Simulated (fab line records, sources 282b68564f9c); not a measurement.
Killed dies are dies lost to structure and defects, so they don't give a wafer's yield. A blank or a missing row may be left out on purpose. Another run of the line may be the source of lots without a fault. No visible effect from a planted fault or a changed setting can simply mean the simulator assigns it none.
A lot that was struck, set against a sound lot	flow rit-cmos	43 out of 202 route steps
Sound: wafers L100.2, L100.4, L100.5. The struck wafers were L103.1, L103.3, L103.5. The cause is given at the end.
Per side, at each step with rows, come the tool, then ch with its chambers, and then its first start. Under that, the readings that differ: sound wafers	struck wafers	difference of the means	sigmas: that difference in standard deviations of wafers without a fault.
alike: a reading whose means differ by less than 2 such deviations, as well as words and numbers matching on both sides. not compared: withheld readings; readings where some wafer has no value; bounds like >300 that might hide an equal value; numbers whose values overlap and for which the record gives no deviation.
A row with sigmas, a row that says differs or no value, or rows on one side alone: a step with any of these is where the two part. Non-overlapping numbers with no deviation appear without sigmas and do not part them. A reading that every wafer of one side lacks parts them only if that side has two wafers or more.

first, 3 steps without rows for these wafers: RIT_GATE_EXPOSE_13 (exposes mask M6, target cd 150 nm); RIT_GATE_PEB_14; RIT_GATE_DEVELOP_15 (develop time 50 s).
RIT_GATE_CD_MEAS_16: target cd 150 nm.
  sound on cd-sem-02 at day 5 08:02; struck on cd-sem-01 at day 5 23:31
  alike: cd-nm
RIT_GATE_OVL_MEAS_17:
  sound on overlay-02 at day 5 08:08; struck on overlay-02 at day 5 23:38
  alike: GATE_OVL
then, 1 step without rows for these wafers: RIT_GATE_HARDBAKE_18 (time 60 s).
RIT_GATE_ETCH_19: etches poly-Si in SF6/CHF3/O2, stops on SiO2, time 165 s, target depth 312.5 nm.
  sound on rie-si-01 ch 1,2,3, day 5 08:19; struck on rie-si-02 ch 1,2,3, day 5 23:49
  alike: drypump-motor-current-A, oes-product-au, throttle-valve-pct
  not compared: rf-hours-counter-h
RIT_GATE_STRIP_20: strips in O2, time 180 s.
  sound on plasma-asher-03 ch 0, day 5 08:26; struck on plasma-asher-04 ch 0,1, day 5 23:56
  alike: drypump-motor-current-A
  not compared: rf-hours-counter-h
RIT_GATE_CD_MEAS_90: target cd 150 nm.
  sound on cd-sem-02 at day 5 08:38; struck on cd-sem-02 at day 6 00:06
  alike: cd-nm
then, 3 steps without rows for these wafers: RIT_REOX_CLEAN_00 (cleans in SC1, time 600 s); RIT_REOX_CLEAN_01 (cleans in dHF, time 30 s); RIT_REOX_CLEAN_02 (cleans in SC2, time 600 s).
RIT_REOX_OXIDATION_03: target thk 25.2 nm, ox time 5580 s.
  sound on furnace-03 ch 0, day 5 10:26; struck on furnace-04 ch 0, day 6 00:46
  alike: tube-center-temp-C
RIT_REOX_THK_MEAS_04:
  sound on film-metro-03 at day 5 12:59; struck on film-metro-02 at day 6 03:19
reading	sound	struck	difference	sigmas
REOX_OXIDE_THK (nm)	25.8 25.7 25.7	24.6 24.7 24.7	-1.1	-3
then, 6 steps without rows for these wafers: RIT_NLDD_HMDS_00 (prime time 60 s); RIT_NLDD_COAT_01 (resist thk 1000 nm); RIT_NLDD_SOFTBAKE_02 (time 60 s); RIT_NLDD_EXPOSE_03 (exposes mask M7, target cd 40700 nm); RIT_NLDD_PEB_04; RIT_NLDD_DEVELOP_05 (develop time 50 s).
RIT_NLDD_OVL_MEAS_06:
  sound on overlay-01 at day 5 14:01; struck on overlay-01 at day 6 04:21
  alike: NLDD_OVL
then, 2 steps without rows for these wafers: RIT_NLDD_HARDBAKE_07 (time 60 s); RIT_NLDD_IMPLANT_08.
RIT_NLDD_STRIP_09: strips in O2, time 180 s.
  sound on plasma-asher-03 ch 1, day 5 14:21; struck on plasma-asher-03 ch 0,1, day 6 04:41
  alike: drypump-motor-current-A
  not compared: rf-hours-counter-h
RIT_NLDD_TW_MEAS_10:
  sound on film-metro-02 at day 5 14:32; struck on film-metro-01 at day 6 04:52
reading	sound	struck	difference	sigmas
NLDD_TW	2482 2483 2495	2428 2430 2437	-55	-2
then, 6 steps without rows for these wafers: RIT_PLDD_HMDS_00 (prime time 60 s); RIT_PLDD_COAT_01 (resist thk 1000 nm); RIT_PLDD_SOFTBAKE_02 (time 60 s); RIT_PLDD_EXPOSE_03 (exposes mask M8, target cd 40900 nm); RIT_PLDD_PEB_04; RIT_PLDD_DEVELOP_05 (develop time 51.09 s).
RIT_PLDD_OVL_MEAS_06:
  sound on overlay-01 at day 5 15:34; struck on overlay-02 at day 6 05:46
  alike: PLDD_OVL
then, 2 steps without rows for these wafers: RIT_PLDD_HARDBAKE_07 (time 60 s); RIT_PLDD_IMPLANT_08.
RIT_PLDD_STRIP_09: strips in O2, time 180 s.
  sound on plasma-asher-03 ch 0,1, day 5 15:54; struck on plasma-asher-03 ch 0, day 6 06:07
  alike: drypump-motor-current-A
  not compared: rf-hours-counter-h
RIT_PLDD_TW_MEAS_10:
  sound on film-metro-02 at day 5 16:05; struck on film-metro-02 at day 6 06:17
  alike: PLDD_TW
then, 4 steps without rows for these wafers: RIT_SPACER_CLEAN_00 (cleans in SC1, time 600 s); RIT_SPACER_CLEAN_01 (cleans in dHF, time 30 s); RIT_SPACER_CLEAN_02 (cleans in SC2, time 600 s); RIT_SPACER_CVD_03 (deposits Si3N4 from SiH2Cl2/NH3, target thk 250 nm, time 3300 s).
RIT_SPACER_THK_MEAS_04:
  sound on film-metro-04 at day 5 18:27; struck on film-metro-04 at day 6 08:38
  alike: SPACER_NITRIDE_THK
RIT_SPACER_ETCHBACK_05: etches Si3N4 in SF6/CHF3, stops on SiO2, target depth 250 nm, time 240 s.
  sound on rie-diel-04 ch 0,1,3, day 5 18:30; struck on rie-diel-03 ch 2,3, day 6 08:41
  alike: drypump-motor-current-A, oes-product-au, throttle-valve-pct
  not compared: rf-hours-counter-h
RIT_M1_PROBE_99:
  sound on prober-01 at day 6 05:49; struck on prober-02 at day 6 20:02
reading	sound	struck	difference	sigmas
killed-at-front-end	4 6 7	153 159 159	+151	+61
killed-dies	4 6 7	153 159 159	+151	+61
killed-on-rim	1 1 3	40 40 40	+38	+27
  alike: killed-open, killed-short

## WHERE THEY PART
Earliest at RIT_REOX_THK_MEAS_04; latest, in this record, at RIT_M1_PROBE_99.

WHY: whatever the simulator had introduced
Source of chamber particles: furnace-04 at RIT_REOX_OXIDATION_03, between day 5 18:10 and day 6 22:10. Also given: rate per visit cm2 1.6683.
